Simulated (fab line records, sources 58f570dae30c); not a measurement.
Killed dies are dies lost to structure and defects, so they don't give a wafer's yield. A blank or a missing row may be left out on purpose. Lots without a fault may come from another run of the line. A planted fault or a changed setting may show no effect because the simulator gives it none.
Which tool did it? | flow berkeley_cmos170 | 14 lots, 42 wafers sampled, at 5 steps of a route of 331

WHAT THE GAUGES READ, wafer by wafer
UCB170_M1_CD_MEAS_90: target cd 700 nm.
lot  | measured     | on        | cd_nm (nm)
L833 | day 7 00:33  | cd_sem-01 | 695.9 692.9 694.6
L835 | day 8 01:31  | cd_sem-01 | 699.2 696.5 700.8
L834 | day 8 01:37  | cd_sem-01 | 701.1 697.5 699.2
L836 | day 8 04:16  | cd_sem-01 | 696.8 702.5 699.7
L840 | day 8 14:22  | cd_sem-01 | 699.4 698.5 698.5
L839 | day 8 15:47  | cd_sem-01 | 702.7 696.8 700.6
L842 | day 8 19:22  | cd_sem-02 | 699.1 702.0 700.0
L846 | day 10 11:33 | cd_sem-02 | 702.6 695.7 699.8
L847 | day 10 21:04 | cd_sem-02 | 701.0 703.2 702.4
L851 | day 11 03:22 | cd_sem-01 | 704.4 703.1 703.8
L853 | day 11 09:53 | cd_sem-01 | 698.1 699.6 700.3
L856 | day 12 03:04 | cd_sem-02 | 698.6 700.0 697.4
L855 | day 12 03:43 | cd_sem-01 | 701.5 697.3 698.6
L854 | day 12 05:23 | cd_sem-02 | 701.5 698.5 699.2

UCB170_V1_OVL_MEAS_13.
lot  | measured     | on         | V1_OVL (nm)
L833 | day 7 05:20  | overlay-01 | 1 -2 -1
L835 | day 8 07:10  | overlay-02 | -8 -4 -6
L834 | day 8 07:22  | overlay-02 | -8 -7 -4
L836 | day 8 12:09  | overlay-02 | -3 -4 -11
L840 | day 8 20:03  | overlay-01 | -10 -1 4
L839 | day 8 20:35  | overlay-02 | -5 -11 -8
L842 | day 9 04:28  | overlay-01 | 6 0 2
L846 | day 10 16:29 | overlay-01 | 1 -3 -2
L847 | day 11 06:37 | overlay-01 | 6 5 4
L851 | day 11 08:08 | overlay-02 | -6 -2 -3
L853 | day 11 16:22 | overlay-01 | -5 -4 2
L856 | day 12 11:27 | overlay-01 | 2 0 8
L855 | day 12 11:44 | overlay-01 | 1 2 3
L854 | day 12 11:34 | overlay-01 | -6 -5 -3

UCB170_M3_OVL_MEAS_16.
lot  | measured     | on         | M3_OVL (nm)
L833 | day 7 14:12  | overlay-02 | -4 -6 -4
L835 | day 8 16:28  | overlay-02 | 2 3 6
L834 | day 8 16:59  | overlay-02 | -2 1 -2
L836 | day 8 20:19  | overlay-02 | -2 -1 -6
L840 | day 9 07:56  | overlay-02 | 2 6 10
L846 | day 11 01:48 | overlay-01 | 4 -2 5
L847 | day 11 16:39 | overlay-02 | -2 0 1
L851 | day 11 16:53 | overlay-01 | -4 -3 -7
L853 | day 12 01:34 | overlay-02 | 0 -1 1
L856 | day 12 20:18 | overlay-01 | -8 -1 -1
L855 | day 12 21:46 | overlay-02 | -5 -8 -14
L854 | day 12 21:38 | overlay-01 | -8 1 5

WHICH TOOL RAN EACH LOT (tool, then ch and the chambers of the sampled wafers, then the start)
lot  | UCB170_V2_ETCH_14                  | UCB170_V2_STRIP_15
L833 | rie_diel-03 ch 0,2,3, day 7 11:46  | plasma_asher-01 ch 0, day 7 11:56
L835 | rie_diel-01 ch 1,2,3, day 8 13:13  | plasma_asher-03 ch 0,1, day 8 13:24
L834 | rie_diel-01 ch 1,2,3, day 8 13:49  | plasma_asher-01 ch 0,1, day 8 14:00
L836 | rie_diel-04 ch 1,2,3, day 8 17:39  | plasma_asher-03 ch 0,1, day 8 17:50
L840 | rie_diel-04 ch 0,3, day 9 03:47    | plasma_asher-03 ch 0,1, day 9 03:58
L839 | rie_diel-04 ch 1,2, day 9 04:29    | plasma_asher-01 ch 0,1, day 9 04:39
L842 | rie_diel-04 ch 0,2,3, day 9 12:02  | plasma_asher-03 ch 0,1, day 9 12:13
L846 | rie_diel-01 ch 1,2,3, day 10 22:48 | plasma_asher-03 ch 0,1, day 10 22:59
L847 | rie_diel-03 ch 0,1,3, day 11 12:37 | plasma_asher-03 ch 0,1, day 11 12:48
L851 | rie_diel-01 ch 0,3, day 11 13:49   | plasma_asher-02 ch 0,1, day 11 14:01
L853 | rie_diel-03 ch 0,3, day 11 22:29   | plasma_asher-03 ch 0,1, day 11 22:40
L856 | rie_diel-04 ch 0,1,3, day 12 17:31 | plasma_asher-03 ch 0,1, day 12 17:42
L855 | rie_diel-01 ch 2,3, day 12 18:19   | plasma_asher-03 ch 0,1, day 12 18:32
L854 | rie_diel-04 ch 0,1,3, day 12 18:12 | plasma_asher-02 ch 0,1, day 12 18:23
- UCB170_V2_ETCH_14: etches SiO2 in CHF3/CF4/Ar, stops on Al, target depth 1250 nm, time 295.2 s.
- UCB170_V2_STRIP_15: strips in O2.

WHAT THE TOOLS THEMSELVES READ (means of the sampled wafers that have a number; where no wafer has one, the mark that the record gives instead)
UCB170_V2_ETCH_14.
lot  | tool        | chamber_pressure_mTorr (mTorr) | drypump_motor_current_A (A) | oes_product_au (a.u.) | throttle_valve_pct (%)
L833 | rie_diel-03 | 200.00                         | 5.9                         | 0.875                 | 6.95
L835 | rie_diel-01 | 200.00                         | 6.1                         | 0.883                 | 7.05
L834 | rie_diel-01 | 199.98                         | 6.1                         | 0.878                 | 7.04
L836 | rie_diel-04 | 199.91                         | 5.3                         | 0.862                 | 6.98
L840 | rie_diel-04 | 199.89                         | 5.8                         | 0.871                 | 7.00
L839 | rie_diel-04 | 199.96                         | 5.1                         | 0.767                 | 7.06
L842 | rie_diel-04 | 199.82                         | 5.6                         | 0.767                 | 6.99
L846 | rie_diel-01 | 200.08                         | 6.1                         | 0.883                 | 7.04
L847 | rie_diel-03 | 199.94                         | 6.1                         | 0.867                 | 7.01
L851 | rie_diel-01 | 199.95                         | 6.1                         | 0.891                 | 6.98
L853 | rie_diel-03 | 200.04                         | 5.9                         | 0.868                 | 6.95
L856 | rie_diel-04 | 199.91                         | 5.5                         | 0.875                 | 6.98
L855 | rie_diel-01 | 200.25                         | 6.0                         | 0.882                 | 7.07
L854 | rie_diel-04 | 199.97                         | 5.5                         | 0.877                 | 6.98

UCB170_V2_STRIP_15.
lot  | tool            | chamber_pressure_mTorr (mTorr) | drypump_motor_current_A (A) | oes_product_au (a.u.) | strip_time_to_endpoint_s (s)
L833 | plasma_asher-01 | 3503                           | 6.0                         | 0.718                 | 15.22
L835 | plasma_asher-03 | 3503                           | 5.3                         | 0.723                 | 15.20
L834 | plasma_asher-01 | 3500                           | 5.5                         | 0.724                 | 15.17
L836 | plasma_asher-03 | 3500                           | 5.3                         | 0.721                 | 15.16
L840 | plasma_asher-03 | 3500                           | 5.5                         | 0.719                 | 15.24
L839 | plasma_asher-01 | 3501                           | 5.7                         | 0.725                 | 17.56
L842 | plasma_asher-03 | 3501                           | 5.3                         | 0.724                 | 17.60
L846 | plasma_asher-03 | 3499                           | 5.5                         | 0.720                 | 15.35
L847 | plasma_asher-03 | 3499                           | 5.6                         | 0.725                 | 15.25
L851 | plasma_asher-02 | 3500                           | 5.9                         | 0.716                 | 15.37
L853 | plasma_asher-03 | 3500                           | 5.5                         | 0.720                 | 15.25
L856 | plasma_asher-03 | 3498                           | 5.6                         | 0.722                 | 15.26
L855 | plasma_asher-03 | 3500                           | 5.3                         | 0.726                 | 15.19
L854 | plasma_asher-02 | 3498                           | 5.9                         | 0.723                 | 15.35

THE ANSWER, worked out from the rows above alone
Rule: what is usual is taken from the lots themselves. Put in order of their means at a reading, lots are off if they are a third of the lots or fewer, leave a main group of 4 or more, and stand apart from it by a gap of 3 or more times the standard deviation of the main group's means; of several such gaps the widest counts. A main group whose means are all the same, to the digits that the tables above print for the reading, isn't used. A lot without any number at a reading at which 4 lots or more have one is off too. The other lots that the step has rows for count as sound. The gauges are gone through in route order, then the tools' own readings, and for those a lot's mean is taken as printed above. The first step at which some lot is off is used, and at that step the reading that is off furthest; a lot without a number counts as furthest.
Off: L839, L842, at UCB170_V2_ETCH_14 (oes_product_au). The main group: mean 0.876 a.u., standard deviation 0.0078.
A tool fits if, at that step or a process step before it, it ran every lot that is off, and no sound lot after the first of them. None of those tried fits.

WHAT THE SIMULATOR HAD PUT IN
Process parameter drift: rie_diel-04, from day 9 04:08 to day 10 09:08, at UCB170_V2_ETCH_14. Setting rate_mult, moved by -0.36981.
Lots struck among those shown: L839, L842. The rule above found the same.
